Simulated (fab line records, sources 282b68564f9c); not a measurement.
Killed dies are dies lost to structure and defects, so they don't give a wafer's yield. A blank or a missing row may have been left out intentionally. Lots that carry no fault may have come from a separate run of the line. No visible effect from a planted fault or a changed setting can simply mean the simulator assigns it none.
fab line records	flow rit_cmos
record lots=5	wafers=23
route steps=202 shown PLDD@122 SPACER@128 NSD@139 SDANNEAL@154 CONTACT@173 M1@184
start_h: the number of hours between the record's first day and the start of the first shown wafer of the lot	wait_h: hours since the lot's step before	" as in the row above	L1.1+2: a single row standing in for several wafers	- either no value or no given start	* or withheld: withheld	< > ~ a bound
route shown NAME@n: names a module that has steps shown in the file, with the first one's number in the route	usual: mean/standard deviation taken from wafers without a fault	same: alike in all rows	chamber/n: place in a boat	sites: readings site by site	_std_site: standard deviation across them	_edge_site: mean of outer sites minus mean of inner sites	radius_mm: how far each site lies from the wafer's centre	mask NAME#n: copy n	behind: the tool/chamber that last shaped the wafer	hold: the reason the lot was held/the length of the hold in hours/how it ended	device: whichever transistor did not switch (one of n, p or np)	end of line: the route-end tests of the same wafers	a step without rows: its recipe alone	killed: not the wafer's yield, but the dies lost to structure and defects at the first sort	map: per-die view of a wafer (x killed, . not killed, _ where there is no die)
set.NAME: the run value of the setting; set.NAME@STEP: its run value at that earlier step	model.NAME: the simulator's own value behind a step, which no gauge read
lots where settings were altered on purpose, with a table for each step and a row for each wafer
## steps
# step RIT_PLDD_IMPLANT_08
# recipe species=BF2	energy_kev=20	dose_cm2=9e+14	tilt_deg=7
lot.wafer	tool	chamber	start_h	wait_h	set.dose_cm2
L074.1+2+4	implanter-01	0	48.49	0.1	9.594e+14
L074.3+5	"	0	"	"	9e+14
L078.1+3+5	implanter-02	0	65.30	0.1	8.647e+14
L078.2+6	"	0	"	"	9e+14
L079.2+3+4+5+6	implanter-04	0	73.49	0.1	9e+14
L084.1+6	implanter-04	0	99.47	0.1	8.573e+14
L084.2+3+5	"	0	"	"	9e+14
L085.2+4+5	implanter-01	0	104.81	0.1	9e+14
# step RIT_PLDD_STRIP_09
# recipe chemistry=O2	time_s=180	resist=NOVOLAK	platen_temp_c=withheld	power_w=500	pressure_mtorr=4000	o2_flow_sccm=4000
# step RIT_PLDD_TW_MEAS_10
# usual PLDD_TW=2354/15
lot.wafer	tool	chamber	start_h	wait_h	set.dose_cm2@PLDD_IMPLANT_08	PLDD_TW
L074.1	film_metro-01	-	48.82	0.1	9.594e+14	2372
L074.2	"	-	"	"	9.594e+14	2380
L074.3	"	-	"	"	9e+14	2333
L074.4	"	-	"	"	9.594e+14	2379
L074.5	"	-	"	"	9e+14	2340
L078.1	film_metro-01	-	65.62	0.1	8.647e+14	2319
L078.2	"	-	"	"	9e+14	2330
L078.3	"	-	"	"	8.647e+14	2317
L078.5	"	-	"	"	8.647e+14	2321
L078.6	"	-	"	"	9e+14	2342
L079.2	film_metro-02	-	73.80	0.1	9e+14	2378
L079.3	"	-	"	"	9e+14	2378
L079.4	"	-	"	"	9e+14	2383
L079.5	"	-	"	"	9e+14	2379
L079.6	"	-	"	"	9e+14	2381
L084.1	film_metro-01	-	99.80	0.1	8.573e+14	2324
L084.2	"	-	"	"	9e+14	2357
L084.3	"	-	"	"	9e+14	2364
L084.5	"	-	"	"	9e+14	2364
L084.6	"	-	"	"	8.573e+14	2327
L085.2	film_metro-02	-	105.12	0.1	9e+14	2363
L085.4	"	-	"	"	9e+14	2358
L085.5	"	-	"	"	9e+14	2355
# step RIT_SPACER_CVD_03
# recipe material=Si3N4	target_thk_nm=250	temp_c=810	precursor=SiH2Cl2/NH3	time_s=3300	pressure_mtorr=300	sih2cl2_flow_sccm=60	nh3_flow_sccm=150
lot.wafer	tool	chamber	start_h	wait_h	set.temp_c	model.Si3N4_of_SPACER_CVD_03.thk_nm
L074.1	-	-	-	0.0	810	251.4
L074.2	"	-	"	"	810	253.9
L074.3	"	-	"	"	810	250.6
L074.4	"	-	"	"	810	252.3
L074.5	"	-	"	"	810	251
L078.1	-	-	-	0.0	833.8	382
L078.2+6	"	-	"	"	833.8	378.8
L078.3	"	-	"	"	833.8	381
L078.5	"	-	"	"	833.8	380.2
L079.2	-	-	-	0.0	810	249.2
L079.3+5	"	-	"	"	810	249.8
L079.4	"	-	"	"	810	250.7
L079.6	"	-	"	"	810	250.4
L084.1	-	-	-	0.0	810	247.4
L084.2	"	-	"	"	810	249.2
L084.3	"	-	"	"	810	248.2
L084.5	"	-	"	"	810	248.7
L084.6	"	-	"	"	810	250.1
L085.2	lpcvd-02	0	105.54	0.0	810	247.6
L085.4	"	0	"	"	810	248.3
L085.5	"	0	"	"	810	248.7
# step RIT_SPACER_THK_MEAS_04
# recipe reads=Si3N4_of_SPACER_CVD_03
# usual SPACER_NITRIDE_THK=249.1/2.3
lot.wafer	tool	chamber	start_h	wait_h	set.temp_c@SPACER_CVD_03	SPACER_NITRIDE_THK[nm]
L074.1	film_metro-02	-	-	-	810	251.6
L074.2	"	-	"	"	810	254.0
L074.3	"	-	"	"	810	250.7
L074.4	"	-	"	"	810	252.3
L074.5	"	-	"	"	810	251.0
L078.1	film_metro-03	-	-	-	833.8	381.9
L078.2	"	-	"	"	833.8	378.6
L078.3	"	-	"	"	833.8	381.0
L078.5	"	-	"	"	833.8	380.4
L078.6	"	-	"	"	833.8	378.8
L079.2	film_metro-03	-	-	-	810	249.2
L079.3	"	-	"	"	810	249.8
L079.4	"	-	"	"	810	250.8
L079.5	"	-	"	"	810	250.0
L079.6	"	-	"	"	810	250.4
L084.1	film_metro-03	-	-	-	810	247.4
L084.2	"	-	"	"	810	249.2
L084.3	"	-	"	"	810	248.1
L084.5	"	-	"	"	810	248.8
L084.6	"	-	"	"	810	250.1
L085.2	film_metro-04	-	107.47	0.0	810	247.5
L085.4	"	-	"	"	810	248.5
L085.5	"	-	"	"	810	248.7
# step RIT_SPACER_ETCHBACK_05
# recipe target_depth_a=2500	SF6_flow_sccm=30	CHF3_flow_sccm=30	target=Si3N4	chemistry=SF6/CHF3	pressure_mtorr=40	rf_w=250	time_s=240	stop_on=SiO2
# usual oes_product_au=0.847/0.012
lot.wafer	tool	chamber	start_h	wait_h	set.temp_c@SPACER_CVD_03	oes_product_au	model.Si3N4_of_SPACER_CVD_03.thk_nm	model.etch.depth_nm
L074.1	rie_diel-03	1	51.25	0.1	810	0.833	197.3	251.4
L074.2	"	2	"	"	810	0.862	200.8	253.9
L074.3	"	3	"	"	810	0.862	197.6	250.6
L074.4	"	0	"	"	810	0.852	198.3	252.3
L074.5	"	3	"	"	810	0.866	197.9	251
L078.1	rie_diel-01	2	68.03	0.1	833.8	1.005	301	306.5
L078.2	"	3	"	"	833.8	1.007	295.8	-
L078.3	"	1	"	"	833.8	1.012	297.7	-
L078.5	"	2	"	"	833.8	1.008	299.1	308.6
L078.6	"	1	"	"	833.8	1.010	296.2	-
L079.2	rie_diel-04	1	76.23	0.0	810	0.860	195.9	249.2
L079.3	"	3	"	"	810	0.842	195.5	249.8
L079.4	"	2	"	"	810	0.859	195.8	250.7
L079.5	"	0	"	"	810	0.838	197.1	249.8
L079.6	"	1	"	"	810	0.863	195.8	250.4
L084.1	rie_diel-03	1	102.20	0.1	810	0.823	193.8	-
L084.2	"	2	"	"	810	0.853	195.8	249.2
L084.3	"	3	"	"	810	0.851	195.1	248.2
L084.5	"	0	"	"	810	0.842	195.4	-
L084.6	"	1	"	"	810	0.822	196.1	-
L085.2	rie_diel-03	1	107.52	0.0	810	0.817	194.4	247.6
L085.4	"	3	"	"	810	0.849	196.1	248.3
L085.5	"	3	"	"	810	0.843	196.1	248.7
# step RIT_NSD_IMPLANT_08
# recipe species=P	energy_kev=25	dose_cm2=1e+15	tilt_deg=7
lot.wafer	tool	chamber	start_h	wait_h	set.energy_kev	model.implant.drp_nm
L074.1+4	implanter-04	0	52.56	0.1	25.64	15.07
L074.2+3+5	"	0	"	"	25	14.84
L078.1+2+3	implanter-02	0	69.21	0.1	25	14.84
L078.5+6	"	0	"	"	25.55	15.03
L079.2+5+6	implanter-04	0	77.44	0.1	24.52	14.66
L079.3+4	"	0	"	"	25	14.84
L084.1+2+5	implanter-04	0	103.63	0.1	25	14.84
L084.3+6	"	0	"	"	25.67	15.08
L085.2+4+5	implanter-02	0	108.73	0.1	25	14.84
# step RIT_SDANNEAL_CLEAN_01
# recipe chemistry=dHF	dilution=50:1	time_s=30
lot.wafer	tool	chamber	start_h	wait_h	set.time_s
L074.1+2+3+4+5	-	-	-	0.0	27.99
L078.1+2+3+5+6	-	-	-	0.0	30
L079.2+3+4+5+6	-	-	-	0.0	30
L084.1+2+3+5+6	-	-	-	0.0	30
L085.2+4+5	wet_bench-01	0	110.69	0.0	30
# step RIT_SDANNEAL_CLEAN_02
# recipe chemistry=SC2	mix=3:3:50	time_s=600	temp_c=75	dry=n2_spin
# step RIT_SDANNEAL_RTA_03
# recipe temp_c=1050	time_s=5	idle_temp_c=600	ramp_up_c_per_s=342	ramp_down_c_per_s=171	cool_to_c=600	ambient=N2
# step RIT_SDANNEAL_RS_MEAS_06
# recipe thk_meas_gauge=four-point-probe
# usual PLDD_RS=178.5/0.37
lot.wafer	tool	chamber	start_h	wait_h	set.dose_cm2@PLDD_IMPLANT_08	PLDD_RS[ohm/sq]
L074.1	film_metro-04	-	55.18	0.1	9.594e+14	173.3
L074.2	"	-	"	"	9.594e+14	173.0
L074.3	"	-	"	"	9e+14	178.4
L074.4	"	-	"	"	9.594e+14	173.1
L074.5	"	-	"	"	9e+14	178.7
L078.1	film_metro-01	-	71.84	0.1	8.647e+14	182.6
L078.2	"	-	"	"	9e+14	179.0
L078.3	"	-	"	"	8.647e+14	182.5
L078.5	"	-	"	"	8.647e+14	181.9
L078.6	"	-	"	"	9e+14	178.7
L079.2	film_metro-01	-	80.06	0.1	9e+14	179.0
L079.3	"	-	"	"	9e+14	178.8
L079.4	"	-	"	"	9e+14	178.4
L079.5	"	-	"	"	9e+14	178.6
L079.6	"	-	"	"	9e+14	178.6
L084.1	film_metro-01	-	106.12	0.1	8.573e+14	182.5
L084.2	"	-	"	"	9e+14	178.6
L084.3	"	-	"	"	9e+14	178.6
L084.5	"	-	"	"	9e+14	178.9
L084.6	"	-	"	"	8.573e+14	183.1
L085.2	film_metro-02	-	111.20	0.1	9e+14	178.5
L085.4	"	-	"	"	9e+14	178.4
L085.5	"	-	"	"	9e+14	178.9
# step RIT_CONTACT_EXPOSE_05
# recipe mask_id=M11	na=0.6	source_shape=conventional	sigma_outer=0.5	target_cd_nm=1000	dose_mj=250
lot.wafer	tool	chamber	start_h	wait_h	mask	set.dose_mj
L074.1+2+3+4+5	iline_stepper-02	0	56.63	0.2	M11#0	250
L078.1+2+3+5+6	iline_stepper-01	0	73.30	0.2	M11#0	250
L079.2+4+6	iline_stepper-01	0	81.38	0.1	M11#0	250
L079.3+5	"	0	"	"	M11#0	257.7
L084.1+3+6	iline_stepper-01	0	107.56	0.2	M11#0	250
L084.2+5	"	0	"	"	M11#0	262.2
L085.2+4+5	iline_stepper-01	0	112.61	0.1	M11#0	250
# step RIT_CONTACT_PEB_06
# recipe resist=NOVOLAK	temp_c=withheld	time_s=withheld
# step RIT_CONTACT_DEVELOP_07
# recipe resist=NOVOLAK	develop_time_s=120	dev_temp_c=23
# step RIT_CONTACT_CD_MEAS_08
# recipe target_cd_nm=1000
# usual cd_nm=998.8/2.3
lot.wafer	tool	chamber	start_h	wait_h	set.dose_mj@CONTACT_EXPOSE_05	cd_nm
L074.1	cd_sem-02	-	57.22	-	250	997.5
L074.2	"	-	"	"	250	997.8
L074.3	"	-	"	"	250	995.8
L074.4	"	-	"	"	250	997.8
L074.5	"	-	"	"	250	996.5
L078.1	cd_sem-02	-	73.97	-	250	1001.9
L078.2	"	-	"	"	250	1000.9
L078.3	"	-	"	"	250	1000.7
L078.5	"	-	"	"	250	999.2
L078.6	"	-	"	"	250	998.9
L079.2	cd_sem-02	-	81.90	-	250	998.3
L079.3	"	-	"	"	257.7	1008.3
L079.4	"	-	"	"	250	1000.6
L079.5	"	-	"	"	257.7	1008.0
L079.6	"	-	"	"	250	999.9
L084.1	cd_sem-02	-	108.31	-	250	997.3
L084.2	"	-	"	"	262.2	1007.8
L084.3	"	-	"	"	250	996.1
L084.5	"	-	"	"	262.2	1007.4
L084.6	"	-	"	"	250	994.2
L085.2	cd_sem-02	-	113.12	-	250	1002.1
L085.4	"	-	"	"	250	999.8
L085.5	"	-	"	"	250	1000.9
# step RIT_CONTACT_HARDBAKE_10
# recipe resist=NOVOLAK	temp_c=140	time_s=60
# step RIT_CONTACT_ETCH_11
# recipe target_depth_a=4800	over_etch_frac=0.2	stop_on=TiSi2	chemistry=CHF3/CF4/Ar	target=SiO2	CHF3_flow_sccm=50	cf4_flow_sccm=10	Ar_flow_sccm=100	O2_flow_sccm=5	pressure_mtorr=100	rf_w=200	time_s=320
lot.wafer	tool	chamber	start_h	wait_h	set.dose_mj@CONTACT_EXPOSE_05	model.CONTACT.cd_nm
L074.1	rie_diel-04	0	57.53	0.1	250	997.4
L074.2	"	3	"	"	250	997.7
L074.3	"	2	"	"	250	995.4
L074.4	"	1	"	"	250	997.8
L074.5	"	1	"	"	250	996.3
L078.1	rie_diel-03	1	74.27	0.1	250	1002
L078.2+3	"	3,0	"	"	250	1001
L078.5	"	2	"	"	250	999.2
L078.6	"	1	"	"	250	999
L079.2	rie_diel-03	1	82.19	0.1	250	998.4
L079.3	"	3	"	"	257.7	1009
L079.4+6	"	0	"	"	250	1000
L079.5	"	3	"	"	257.7	1008
L084.1	rie_diel-02	0	108.62	0.1	250	997.2
L084.2+5	"	2,0	"	"	262.2	1008
L084.3	"	1	"	"	250	995.7
L084.6	"	1	"	"	250	994.3
L085.2	rie_diel-03	0	113.41	0.1	250	1002
L085.4	"	3	"	"	250	1000
L085.5	"	2	"	"	250	1001
# step RIT_CONTACT_STRIP_12
# recipe chemistry=O2	time_s=180	resist=NOVOLAK	platen_temp_c=withheld	power_w=500	pressure_mtorr=4000	o2_flow_sccm=4000
# step RIT_CONTACT_CD_MEAS_90
# recipe target_cd_nm=1000
# usual cd_nm=998.9/2.3
lot.wafer	tool	chamber	start_h	wait_h	set.dose_mj@CONTACT_EXPOSE_05	cd_nm
L074.1	cd_sem-01	-	57.90	0.1	250	997.5
L074.2	"	-	"	"	250	997.3
L074.3	"	-	"	"	250	995.4
L074.4	"	-	"	"	250	997.7
L074.5	"	-	"	"	250	996.2
L078.1	cd_sem-02	-	74.64	0.1	250	1001.8
L078.2	"	-	"	"	250	1001.1
L078.3	"	-	"	"	250	1000.4
L078.5	"	-	"	"	250	999.1
L078.6	"	-	"	"	250	999.1
L079.2	cd_sem-01	-	82.58	0.1	250	998.4
L079.3	"	-	"	"	257.7	1008.8
L079.4	"	-	"	"	250	1000.6
L079.5	"	-	"	"	257.7	1008.2
L079.6	"	-	"	"	250	999.8
L084.1	cd_sem-01	-	108.99	0.1	250	997.5
L084.2	"	-	"	"	262.2	1008.2
L084.3	"	-	"	"	250	995.6
L084.5	"	-	"	"	262.2	1008.0
L084.6	"	-	"	"	250	994.5
L085.2	cd_sem-01	-	113.80	0.1	250	1001.9
L085.4	"	-	"	"	250	999.7
L085.5	"	-	"	"	250	1001.2
# step RIT_M1_SPUTTER_00
# recipe material=Al	target_thk_nm=400	power_w=2000	chamber_pressure_pa=0.4	gas=Ar	time_s=500	substrate_temp_c=25
lot.wafer	tool	chamber	start_h	wait_h	set.time_s	model.Al_of_M1_SPUTTER_00.thk_nm
L074.1	pvd_sputter-01	-	58.54	0.0	500	401.4
L074.2	"	-	"	"	500	399.1
L074.3	"	-	"	"	500	392.8
L074.4	"	-	"	"	500	399
L074.5	"	-	"	"	500	398.1
L078.1	pvd_sputter-01	-	75.11	0.0	500	397.9
L078.2	"	-	"	"	434	348.6
L078.3	"	-	"	"	434	349.7
L078.5	"	-	"	"	500	395.4
L078.6	"	-	"	"	434	351.7
L079.2	pvd_sputter-02	-	83.04	0.0	500	398.1
L079.3	"	-	"	"	500	393.1
L079.4	"	-	"	"	500	401.3
L079.5	"	-	"	"	500	403.7
L079.6	"	-	"	"	500	396.6
L084.1	pvd_sputter-01	-	109.47	0.0	451.1	365.5
L084.2	"	-	"	"	500	405.1
L084.3	"	-	"	"	500	404.5
L084.5	"	-	"	"	451.1	363.1
L084.6	"	-	"	"	451.1	365.4
L085.2	pvd_sputter-02	-	114.25	0.0	500	405.4
L085.4	"	-	"	"	500	399.3
L085.5	"	-	"	"	500	405.7
# step RIT_M1_RS_MEAS_01
# recipe thk_meas_gauge=four-point-probe	reads=Al_of_M1_SPUTTER_00
# usual M1_AL_RS=0.0734/0.00082
lot.wafer	tool	chamber	start_h	wait_h	set.time_s@M1_SPUTTER_00	M1_AL_RS[ohm/sq]
L074.1	film_metro-01	-	58.84	0.1	500	0.0729
L074.2	"	-	"	"	500	0.0734
L074.3	"	-	"	"	500	0.0747
L074.4	"	-	"	"	500	0.0735
L074.5	"	-	"	"	500	0.0738
L078.1	film_metro-01	-	75.41	0.1	500	0.0737
L078.2	"	-	"	"	434	0.0844
L078.3	"	-	"	"	434	0.0841
L078.5	"	-	"	"	500	0.0743
L078.6	"	-	"	"	434	0.0837
L079.2	film_metro-01	-	83.36	0.2	500	0.0738
L079.3	"	-	"	"	500	0.0747
L079.4	"	-	"	"	500	0.0731
L079.5	"	-	"	"	500	0.0727
L079.6	"	-	"	"	500	0.0740
L084.1	film_metro-04	-	109.77	0.1	451.1	0.0808
L084.2	"	-	"	"	500	0.0725
L084.3	"	-	"	"	500	0.0727
L084.5	"	-	"	"	451.1	0.0811
L084.6	"	-	"	"	451.1	0.0805
L085.2	film_metro-04	-	114.56	0.2	500	0.0725
L085.4	"	-	"	"	500	0.0736
L085.5	"	-	"	"	500	0.0722
# step RIT_M1_THK_MEAS_02
# recipe thk_meas_gauge=xrf	reads=Al_of_M1_SPUTTER_00
# usual M1_AL_THK=403/5.2
lot.wafer	tool	chamber	start_h	wait_h	set.time_s@M1_SPUTTER_00	M1_AL_THK[nm]
L074.1	film_metro-01	-	58.96	0.1	500	408
L074.2	"	-	"	"	500	403
L074.3	"	-	"	"	500	399
L074.4	"	-	"	"	500	405
L074.5	"	-	"	"	500	403
L078.1	film_metro-01	-	75.53	0.1	500	401
L078.2	"	-	"	"	434	352
L078.3	"	-	"	"	434	353
L078.5	"	-	"	"	500	400
L078.6	"	-	"	"	434	355
L079.2	film_metro-01	-	83.47	0.1	500	401
L079.3	"	-	"	"	500	397
L079.4	"	-	"	"	500	406
L079.5	"	-	"	"	500	408
L079.6	"	-	"	"	500	401
L084.1	film_metro-04	-	109.89	0.1	451.1	363
L084.2	"	-	"	"	500	401
L084.3	"	-	"	"	500	404
L084.5	"	-	"	"	451.1	360
L084.6	"	-	"	"	451.1	365
L085.2	film_metro-04	-	114.67	0.1	500	405
L085.4	"	-	"	"	500	399
L085.5	"	-	"	"	500	405
# step RIT_M1_EXPOSE_06
# recipe mask_id=M12	na=0.6	source_shape=conventional	sigma_outer=0.5	target_cd_nm=2600	dose_mj=250
lot.wafer	tool	chamber	start_h	wait_h	mask	set.dose_mj
L074.1+2+3	iline_stepper-02	0	59.59	0.2	M12#0	250
L074.4+5	"	0	"	"	M12#0	240
L078.1+3+5	iline_stepper-01	0	76.16	0.2	M12#0	250
L078.2+6	"	0	"	"	M12#0	257.8
L079.2+3+6	iline_stepper-02	0	84.11	0.2	M12#0	242.5
L079.4+5	"	0	"	"	M12#0	250
L084.1+2+6	iline_stepper-02	0	110.52	0.2	M12#0	250
L084.3+5	"	0	"	"	M12#0	267.3
L085.2+4+5	iline_stepper-02	0	115.19	0.1	M12#0	250
# step RIT_M1_PEB_07
# recipe resist=NOVOLAK	temp_c=withheld	time_s=withheld
# step RIT_M1_DEVELOP_08
# recipe resist=NOVOLAK	develop_time_s=68	dev_temp_c=23
# step RIT_M1_CD_MEAS_09
# recipe target_cd_nm=2600
# usual cd_nm=2601.5/2.4
lot.wafer	tool	chamber	start_h	wait_h	set.dose_mj@M1_EXPOSE_06	cd_nm
L074.1	cd_sem-02	-	60.02	-	250	2599.9
L074.2	"	-	"	"	250	2598.1
L074.3	"	-	"	"	250	2599.0
L074.4	"	-	"	"	240	2608.3
L074.5	"	-	"	"	240	2611.8
L078.1	cd_sem-01	-	76.59	-	250	2601.9
L078.2	"	-	"	"	257.8	2591.4
L078.3	"	-	"	"	250	2599.4
L078.5	"	-	"	"	250	2601.1
L078.6	"	-	"	"	257.8	2591.9
L079.2	cd_sem-02	-	84.54	-	242.5	2608.8
L079.3	"	-	"	"	242.5	2609.4
L079.4	"	-	"	"	250	2599.9
L079.5	"	-	"	"	250	2600.4
L079.6	"	-	"	"	242.5	2606.3
L084.1	cd_sem-02	-	110.95	-	250	2603.4
L084.2	"	-	"	"	250	2606.2
L084.3	"	-	"	"	267.3	2587.2
L084.5	"	-	"	"	267.3	2586.6
L084.6	"	-	"	"	250	2605.5
L085.2	cd_sem-02	-	115.62	-	250	2602.5
L085.4	"	-	"	"	250	2604.3
L085.5	"	-	"	"	250	2602.1
## key
split step=RIT_PLDD_IMPLANT_08	setting=dose_cm2	stated=9e+14	by=wafer
response step=RIT_PLDD_TW_MEAS_10	reading=PLDD_TW	change=+6.2	per=1%	r=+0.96
response step=RIT_SDANNEAL_RS_MEAS_06	reading=PLDD_RS	change=-0.85	per=1%	r=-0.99
split step=RIT_SPACER_CVD_03	setting=temp_c	stated=810	by=lot
response step=RIT_SPACER_CVD_03	reading=model.Si3N4_of_SPACER_CVD_03.thk_nm	change=+44.4	per=1%	r=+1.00
response step=RIT_SPACER_THK_MEAS_04	reading=SPACER_NITRIDE_THK	change=+44.3	per=1%	r=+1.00
response step=RIT_SPACER_ETCHBACK_05	reading=oes_product_au	change=+0.0551	per=1%	r=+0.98
response step=RIT_SPACER_ETCHBACK_05	reading=model.Si3N4_of_SPACER_CVD_03.thk_nm	change=+34.6	per=1%	r=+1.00
response step=RIT_SPACER_ETCHBACK_05	reading=model.etch.depth_nm	change=+19.6	per=1%	r=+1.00
split step=RIT_NSD_IMPLANT_08	setting=energy_kev	stated=25	by=wafer
response step=RIT_NSD_IMPLANT_08	reading=model.implant.drp_nm	change=+0.0892	per=1%	r=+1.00
split step=RIT_SDANNEAL_CLEAN_01	setting=time_s	stated=30	by=lot
response none clear
split step=RIT_CONTACT_EXPOSE_05	setting=dose_mj	stated=250	by=wafer
response step=RIT_CONTACT_CD_MEAS_08	reading=cd_nm	change=+2.5	per=1%	r=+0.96
response step=RIT_CONTACT_ETCH_11	reading=model.CONTACT.cd_nm	change=+2.6	per=1%	r=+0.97
response step=RIT_CONTACT_CD_MEAS_90	reading=cd_nm	change=+2.61	per=1%	r=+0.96
split step=RIT_M1_SPUTTER_00	setting=time_s	stated=500	by=wafer
response step=RIT_M1_SPUTTER_00	reading=model.Al_of_M1_SPUTTER_00.thk_nm	change=+3.74	per=1%	r=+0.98
response step=RIT_M1_RS_MEAS_01	reading=M1_AL_RS	change=-0.00079	per=1%	r=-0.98
response step=RIT_M1_THK_MEAS_02	reading=M1_AL_THK	change=+3.78	per=1%	r=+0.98
split step=RIT_M1_EXPOSE_06	setting=dose_mj	stated=250	by=wafer
response step=RIT_M1_CD_MEAS_09	reading=cd_nm	change=-2.69	per=1%	r=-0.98
